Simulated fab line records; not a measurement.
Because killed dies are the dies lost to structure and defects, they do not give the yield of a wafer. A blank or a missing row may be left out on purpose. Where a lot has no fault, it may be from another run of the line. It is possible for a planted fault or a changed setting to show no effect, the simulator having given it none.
Split-lot trial :: flow rit_cmos :: 23 wafers read from 5 lots, route of 202 steps

## ON THE SPLIT
At RIT_NWELL_IMPLANT_08, the setting dose_cm2 was moved away from the recipe's 5e+13 on 7 of the 23 wafers read, by -2.3% to +4.9%. The other wafers ran this setting at the recipe's value.

## FROM THE SPLIT TO THE READING: what the file shows between them, 4 steps
- RIT_PWELL_IMPLANT_08 (also split here: dose_cm2)
- RIT_PWELL_STRIP_09: strips in O2, time 180 s
- RIT_PWELL_TW_MEAS_10
- RIT_WELLDRIVE_ANNEAL_00: time 14700 s

## THE READING
NWELL_RS, in ohm/sq, at RIT_WELLDRIVE_RS_MEAS_01 (measures by four-point-probe). A value of 275.6 ohm/sq with a standard deviation of 0.64 ohm/sq is what fault-free wafers of this fab line usually give.

wafer: L075.1
tool, chamber at the split: implanter-04, 0
dose_cm2 as run: 5e+13
against the recipe: recipe
NWELL_RS, ohm/sq: 276.0
against lot-mates on the recipe: -

wafer: L075.2
tool, chamber at the split: implanter-04, 0
dose_cm2 as run: 5e+13
against the recipe: recipe
NWELL_RS, ohm/sq: 275.6
against lot-mates on the recipe: -

wafer: L075.4
tool, chamber at the split: implanter-04, 0
dose_cm2 as run: 5e+13
against the recipe: recipe
NWELL_RS, ohm/sq: 275.7
against lot-mates on the recipe: -

wafer: L075.5
tool, chamber at the split: implanter-04, 0
dose_cm2 as run: 5e+13
against the recipe: recipe
NWELL_RS, ohm/sq: 276.4
against lot-mates on the recipe: -

wafer: L075.6
tool, chamber at the split: implanter-04, 0
dose_cm2 as run: 5e+13
against the recipe: recipe
NWELL_RS, ohm/sq: 275.6
against lot-mates on the recipe: -

wafer: L076.1
tool, chamber at the split: implanter-04, 0
dose_cm2 as run: 5.246e+13
against the recipe: +4.9%
NWELL_RS, ohm/sq: 266.8
against lot-mates on the recipe: -7.5

wafer: L076.2
tool, chamber at the split: implanter-04, 0
dose_cm2 as run: 5e+13
against the recipe: recipe
NWELL_RS, ohm/sq: 274.4
against lot-mates on the recipe: -

wafer: L076.3
tool, chamber at the split: implanter-04, 0
dose_cm2 as run: 5.246e+13
against the recipe: +4.9%
NWELL_RS, ohm/sq: 266.9
against lot-mates on the recipe: -7.4

wafer: L076.4
tool, chamber at the split: implanter-04, 0
dose_cm2 as run: 5e+13
against the recipe: recipe
NWELL_RS, ohm/sq: 274.2
against lot-mates on the recipe: -

wafer: L076.6
tool, chamber at the split: implanter-04, 0
dose_cm2 as run: 5e+13
against the recipe: recipe
NWELL_RS, ohm/sq: 274.3
against lot-mates on the recipe: -

wafer: L078.3
tool, chamber at the split: implanter-02, 0
dose_cm2 as run: 5e+13
against the recipe: recipe
NWELL_RS, ohm/sq: 275.6
against lot-mates on the recipe: -

wafer: L078.4
tool, chamber at the split: implanter-02, 0
dose_cm2 as run: 5e+13
against the recipe: recipe
NWELL_RS, ohm/sq: 275.9
against lot-mates on the recipe: -

wafer: L078.5
tool, chamber at the split: implanter-02, 0
dose_cm2 as run: 5e+13
against the recipe: recipe
NWELL_RS, ohm/sq: 275.1
against lot-mates on the recipe: -

wafer: L079.1
tool, chamber at the split: implanter-03, 0
dose_cm2 as run: 5e+13
against the recipe: recipe
NWELL_RS, ohm/sq: 275.7
against lot-mates on the recipe: -

wafer: L079.2
tool, chamber at the split: implanter-03, 0
dose_cm2 as run: 5e+13
against the recipe: recipe
NWELL_RS, ohm/sq: 276.5
against lot-mates on the recipe: -

wafer: L079.3
tool, chamber at the split: implanter-03, 0
dose_cm2 as run: 5e+13
against the recipe: recipe
NWELL_RS, ohm/sq: 276.7
against lot-mates on the recipe: -

wafer: L079.4
tool, chamber at the split: implanter-03, 0
dose_cm2 as run: 5.11e+13
against the recipe: +2.2%
NWELL_RS, ohm/sq: 272.4
against lot-mates on the recipe: -3.9

wafer: L079.5
tool, chamber at the split: implanter-03, 0
dose_cm2 as run: 5.11e+13
against the recipe: +2.2%
NWELL_RS, ohm/sq: 272.3
against lot-mates on the recipe: -4.0

wafer: L080.1
tool, chamber at the split: implanter-02, 0
dose_cm2 as run: 5e+13
against the recipe: recipe
NWELL_RS, ohm/sq: 274.8
against lot-mates on the recipe: -

wafer: L080.2
tool, chamber at the split: implanter-02, 0
dose_cm2 as run: 5e+13
against the recipe: recipe
NWELL_RS, ohm/sq: 275.0
against lot-mates on the recipe: -

wafer: L080.3
tool, chamber at the split: implanter-02, 0
dose_cm2 as run: 4.883e+13
against the recipe: -2.3%
NWELL_RS, ohm/sq: 279.5
against lot-mates on the recipe: +4.6

wafer: L080.4
tool, chamber at the split: implanter-02, 0
dose_cm2 as run: 4.883e+13
against the recipe: -2.3%
NWELL_RS, ohm/sq: 279.6
against lot-mates on the recipe: +4.7

wafer: L080.5
tool, chamber at the split: implanter-02, 0
dose_cm2 as run: 4.883e+13
against the recipe: -2.3%
NWELL_RS, ohm/sq: 279.4
against lot-mates on the recipe: +4.5

FIT RESULTS
A straight line over all 23 wafers: NWELL_RS changes by -1.71 ohm/sq for each +1% of dose_cm2; r = -0.98; the points scatter about the line by 0.69 ohm/sq.
The same after taking each lot's own level away (the mean of its wafers on the recipe; 23 wafers): -1.66 ohm/sq for each +1%; r = -0.99; scatter 0.42 ohm/sq.
On that fit, the largest move of dose_cm2 shifts the reading by 8.2 ohm/sq.
The span of the lots' own levels, 274.30 to 276.30 ohm/sq, comes to 3.1 times the standard deviation stated above.
So the lot-to-lot level changes the slope little: the two slopes agree.
Check: for one of the wafers moved furthest among these (+4.9%), held out of the fit, the line's prediction against its lot-mates is -8.33 ohm/sq. It came out at -7.5 ohm/sq against them.

## OTHER SPLITS APPLIED TO THESE WAFERS
Before the reading, these wafers also passed through other splits. Each is held against what the fit with the lots' levels taken away leaves over:
other split on the same wafers: RIT_ACTIVE_COAT_06 spin_rpm
wafers away from the commonest value: 9
r with NWELL_RS (lot level and that fit taken away): -0.07

other split on the same wafers: RIT_ACTIVE_EXPOSE_08 dose_mj
wafers away from the commonest value: 6
r with NWELL_RS (lot level and that fit taken away): +0.19

other split on the same wafers: RIT_NWELL_SOFTBAKE_02 temp_c
wafers away from the commonest value: 6
r with NWELL_RS (lot level and that fit taken away): +0.04

other split on the same wafers: RIT_PWELL_IMPLANT_08 dose_cm2
wafers away from the commonest value: 9
r with NWELL_RS (lot level and that fit taken away): +0.25

## FILE'S OWN FIT
NWELL_RS changes by -1.62 ohm/sq for each +1% of dose_cm2, r = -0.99.
